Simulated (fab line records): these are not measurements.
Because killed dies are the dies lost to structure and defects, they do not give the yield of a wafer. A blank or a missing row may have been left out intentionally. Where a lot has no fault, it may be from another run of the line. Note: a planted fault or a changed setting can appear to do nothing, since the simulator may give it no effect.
fab line records	flow berkeley-cmos170	part 2 of 2: steps 28 to 40 of 40
record lots=5	wafers=15	last-day=10
route steps=331 shown START@2 ZERO@6 NWELL@14 PWELL@34
lots untouched by any fault: they come from a run of this same line in which no faults occurred
start-h: hours from the record's opening day to when the first of the lot's shown wafers began	wait-h: hours since the lot's step before	" identical to the entry in the row above	L1.1+2: several wafers, shown together as one row	- no value, or no start given	* or withheld: withheld	< > ~ a bound
route shown NAME@n: a module of which the file shows steps, and the number in the route of the first	usual: the fault-free wafers' mean and standard deviation	same: alike in all rows	chamber/n: place in a boat	sites: the reading at each site	_std_site: how widely they spread, as a standard deviation	_edge_site: mean of outer sites minus mean of inner sites	radius-mm: for every site, how far away it sits from the centre of the wafer	mask NAME#n: copy n	behind: tool/chamber where the wafer was last shaped	hold: what put the lot on hold/how long, in hours/how the hold closed	device: transistor that didn't switch, given as n, p or np	end of line: the same wafers' tests at the end of the route	for a step that has no rows: nothing shown but its recipe	killed: at the first sort, the dies lost to defects and structure; wafer yield is something else	map: the dies of a wafer, with x for killed, . for not killed, _ for no die there
set.NAME: the run value of the setting; set.NAME@STEP: its run value at that earlier step	model.NAME: the simulator's own value behind a step, which no gauge read
lots seen at some steps along the route; tables by step, rows by wafer
services: from which hour (start-h, from the record's first day; less than 0 if before it) a tool's chamber was out of use, for how many hours, and why
## steps
# step UCB170_NWELL_STRIP_15
# recipe chemistry=O2	power-w=400	pressure-mtorr=3500	platen-temp-c=withheld	o2-flow-sccm=400	overash-fraction=0.5
# usual chamber-pressure-mTorr=3500/3.5	drypump-motor-current-A=5.9/0.32	oes-product-au=0.721/0.0043	strip-time-to-endpoint-s=17.99/0.094
lot.wafer	tool	chamber	start-h	wait-h	chamber-pressure-mTorr	drypump-motor-current-A	oes-product-au	rf-hours-counter-h	strip-time-to-endpoint-s
L077.1	plasma-asher-02	0	43.35	0.1	3504	5.8	0.717	34	18.13
L077.4	"	0	"	"	3498	5.8	0.724	-	18.03
L077.6	"	1	"	"	3494	5.8	0.724	-	18.13
L080.2	plasma-asher-02	0	60.63	0.1	3497	5.8	0.726	36	18.11
L080.3	"	0	"	"	3499	5.8	0.718	-	17.96
L080.5	"	0	"	"	3505	5.8	0.726	-	18.06
L081.2	plasma-asher-03	1	64.51	0.1	3502	6.3	0.721	35	17.89
L081.4	"	1	"	"	3494	6.4	0.716	-	17.84
L081.6	"	1	"	"	3499	6.3	0.725	-	17.85
L082.1	plasma-asher-01	1	69.85	0.1	3500	6.3	0.721	35	18.07
L082.4	"	1	"	"	3497	6.3	0.719	-	18.03
L082.6	"	0	"	"	3498	5.5	0.721	-	18.13
L088.2	plasma-asher-03	1	103.07	0.1	3500	6.3	0.718	39	18.21
L088.3	"	1	"	"	3494	6.3	0.716	-	18.04
L088.6	"	1	"	"	3501	6.3	0.718	-	18.12
# step UCB170_NWELL_TW_MEAS_16
# usual NWELL_TW=1251/6.6
lot.wafer	tool	chamber	start-h	wait-h	NWELL_TW
L077.1	film-metro-03	-	43.45	0.1	1258
L077.4	"	-	"	"	1257
L077.6	"	-	"	"	1256
L080.2	film-metro-01	-	60.74	0.1	1237
L080.3	"	-	"	"	1240
L080.5	"	-	"	"	1237
L081.2	film-metro-03	-	64.66	0.1	1248
L081.4	"	-	"	"	1240
L081.6	"	-	"	"	1246
L082.1	film-metro-02	-	69.95	0.1	1260
L082.4	"	-	"	"	1257
L082.6	"	-	"	"	1253
L088.2	film-metro-03	-	103.18	0.1	1255
L088.3	"	-	"	"	1248
L088.6	"	-	"	"	1255
# step UCB170_NWELL_CLEAN_17
# recipe chemistry=SPM	temp-c=120	time-s=600
lot.wafer	tool	chamber	start-h	wait-h
L077.1+4+6	wet-bench-01	1	43.51	0.1
L080.2+3+5	wet-bench-04	3	63.44	2.7
L081.2+4+6	wet-bench-01	1	64.77	0.1
L082.1+4+6	wet-bench-01	3	70.41	0.4
L088.2+3+6	wet-bench-04	1	103.23	0.0
# step UCB170_NWELL_WET_ETCH_18
# recipe chemistry=H3PO4	target=Si3N4	temp-c=160	time-s=14400
lot.wafer	tool	chamber	start-h	wait-h
L077.1+4+6	wet-bench-01	3	43.71	0.0
L080.2+3+5	wet-bench-03	0	63.77	0.2
L081.2+4+6	wet-bench-01	0	64.98	0.0
L082.1+4+6	wet-bench-01	0	70.64	0.0
L088.2+3+6	wet-bench-01	1	103.41	0.0
# step UCB170_NWELL_WET_ETCH_19
# recipe chemistry=BOE	dilution=5:1	target=SiO2	temp-c=25	time-s=22
lot.wafer	tool	chamber	start-h	wait-h
L077.1+4+6	wet-bench-03	0	48.48	0.0
L080.2+3+5	wet-bench-01	0	69.75	2.0
L081.2+4+6	wet-bench-01	1	69.97	0.2
L082.1+4+6	wet-bench-04	2	75.60	0.2
L088.2+3+6	wet-bench-03	1	107.78	0.0
# step UCB170_PWELL_CLEAN_00
# recipe chemistry=SPM	temp-c=120	time-s=600
lot.wafer	tool	chamber	start-h	wait-h
L077.1+4+6	wet-bench-01	1	48.50	0.0
L080.2+3+5	wet-bench-01	3	69.99	0.2
L081.2+4+6	wet-bench-01	2	70.20	0.2
L082.1+4+6	wet-bench-01	3	75.75	0.1
L088.2+3+6	wet-bench-01	0	107.79	0.0
# step UCB170_PWELL_CLEAN_01
# recipe chemistry=dHF	dilution=25:1	time-s=60
lot.wafer	tool	chamber	start-h	wait-h
L077.1+4+6	wet-bench-03	1	48.69	0.0
L080.2+3+5	wet-bench-01	2	70.61	0.4
L081.2+4+6	wet-bench-01	0	70.61	0.2
L082.1+4+6	wet-bench-01	2	75.99	0.0
L088.2+3+6	wet-bench-01	0	107.99	0.0
# step UCB170_PWELL_OXIDATION_02
# recipe temp-c=1000	ambient=O2	target-thk-a=264	ox-time-s=1260
lot.wafer	tool	chamber	start-h	wait-h
L077.1+4+6	furnace-04	0	50.17	1.5
L080.2+3+5	furnace-03	0	72.28	1.6
L081.2+4+6	furnace-03	0	72.28	1.6
L082.1+4+6	furnace-03	0	78.46	2.4
L088.2+3+6	furnace-03	0	108.74	0.7
# step UCB170_PWELL_THK_MEAS_03
# recipe reads=SiO2_of_PWELL_OXIDATION_02
# usual PWELL_OXIDE_THK=26.3/0.49
lot.wafer	tool	chamber	start-h	wait-h	PWELL_OXIDE_THK[nm]
L077.1	film-metro-04	-	51.58	0.1	26.1
L077.4	"	-	"	"	25.7
L077.6	"	-	"	"	26.0
L080.2	film-metro-04	-	73.64	0.0	26.7
L080.3	"	-	"	"	26.6
L080.5	"	-	"	"	26.3
L081.2	film-metro-01	-	73.64	0.0	26.1
L081.4	"	-	"	"	26.1
L081.6	"	-	"	"	25.5
L082.1	film-metro-03	-	79.81	0.0	26.0
L082.4	"	-	"	"	26.1
L082.6	"	-	"	"	26.1
L088.2	film-metro-03	-	110.10	0.0	26.2
L088.3	"	-	"	"	26.4
L088.6	"	-	"	"	26.2
# step UCB170_PWELL_ANNEAL_04
# recipe temp-c=1000	time-s=900	ambient=N2
lot.wafer	tool	chamber	start-h	wait-h
L077.1+4+6	furnace-03	0	53.17	1.6
L080.2+3+5	furnace-01	0	75.28	1.6
L081.2+4+6	furnace-01	0	75.28	1.6
L082.1+4+6	furnace-03	0	83.92	4.1
L088.2+3+6	furnace-03	0	113.11	3.0
# step UCB170_PWELL_CVD_05
# recipe material=Si3N4	target-thk-nm=220	temp-c=800	precursor=SiH2Cl2/NH3	time-s=3300	pressure-mtorr=200	sih2cl2-flow-sccm=25	nh3-flow-sccm=75
# usual nh3-flow-sccm=75.01/0.22
lot.wafer	tool	chamber	start-h	wait-h	nh3-flow-sccm
L077.1	lpcvd-02	1	54.42	0.0	74.41
L077.4	"	1	"	"	74.96
L077.6	"	1	"	"	74.52
L080.2	lpcvd-02	1	77.12	0.6	75.05
L080.3	"	1	"	"	75.12
L080.5	"	1	"	"	75.03
L081.2	lpcvd-02	1	77.12	0.6	74.96
L081.4	"	1	"	"	74.79
L081.6	"	1	"	"	74.79
L082.1	lpcvd-02	0	85.17	0.0	75.68
L082.4	"	0	"	"	75.32
L082.6	"	0	"	"	75.02
L088.2	lpcvd-01	1	115.22	0.9	75.01
L088.3	"	1	"	"	75.16
L088.6	"	1	"	"	75.20
# step UCB170_PWELL_THK_MEAS_06
# recipe reads=Si3N4_of_PWELL_CVD_05
# usual PWELL_NITRIDE_THK=220.4/2.1
lot.wafer	tool	chamber	start-h	wait-h	PWELL_NITRIDE_THK[nm]
L077.1	film-metro-01	-	56.33	0.0	218.4
L077.4	"	-	"	"	217.2
L077.6	"	-	"	"	217.5
L080.2	film-metro-03	-	80.00	0.0	224.2
L080.3	"	-	"	"	226.6
L080.5	"	-	"	"	224.6
L081.2	film-metro-01	-	80.00	0.0	219.1
L081.4	"	-	"	"	220.8
L081.6	"	-	"	"	219.8
L082.1	film-metro-04	-	87.09	0.0	217.1
L082.4	"	-	"	"	219.6
L082.6	"	-	"	"	218.7
L088.2	film-metro-04	-	117.15	0.0	224.1
L088.3	"	-	"	"	224.0
L088.6	"	-	"	"	223.6
# step UCB170_PWELL_HMDS_07
# recipe prime-time-s=60	prime-temp-c=100
# usual chill-plate-temp-C=22.99/0.092
lot.wafer	tool	chamber	start-h	wait-h	chill-plate-temp-C
L077.1	litho-track-04	0	56.87	0.5	22.95
L077.4	"	0	"	"	22.97
L077.6	"	0	"	"	22.98
L081.2	litho-track-01	0	80.18	0.2	23.11
L081.4	"	0	"	"	22.87
L081.6	"	0	"	"	23.07
L080.2	litho-track-02	0	80.24	0.2	22.93
L080.3	"	0	"	"	23.07
L080.5	"	0	"	"	22.96
L082.1	litho-track-02	0	87.37	0.3	22.91
L082.4	"	0	"	"	22.87
L082.6	"	0	"	"	22.91
L088.2	litho-track-01	0	117.55	0.4	23.01
L088.3	"	0	"	"	22.98
L088.6	"	0	"	"	22.94
## services
tool	chamber	start-h	hours	kind
krf-scanner-01	-	2.72	1.0	pm
implanter-04	-	6.62	3.0	repair
furnace-04	-	8.72	4.1	pm
rie-diel-03	-	10.50	0.2	repair
furnace-04	-	12.81	2.9	pm
rie-diel-02	2	13.20	1.3	repair
rie-diel-02	-	13.67	0.7	repair
rie-diel-03	0	14.81	11.0	repair
rie-diel-03	-	19.28	1.2	repair
krf-scanner-02	-	22.90	4.4	pm
implanter-02	-	30.10	1.0	repair
rie-diel-03	0	40.23	23.5	repair
rie-diel-03	2	46.85	3.5	repair
krf-scanner-02	-	56.71	1.0	pm
krf-scanner-02	-	57.71	1.3	pm
rie-diel-03	2	61.17	1.2	repair
krf-scanner-02	-	67.91	2.5	repair
plasma-asher-02	-	69.37	3.2	repair
furnace-03	-	79.81	2.9	pm
krf-scanner-01	-	83.74	0.8	pm
furnace-03	-	89.11	7.1	pm
krf-scanner-01	-	93.12	12.5	repair
furnace-01	-	98.14	3.8	pm
plasma-asher-02	-	108.81	9.0	pm
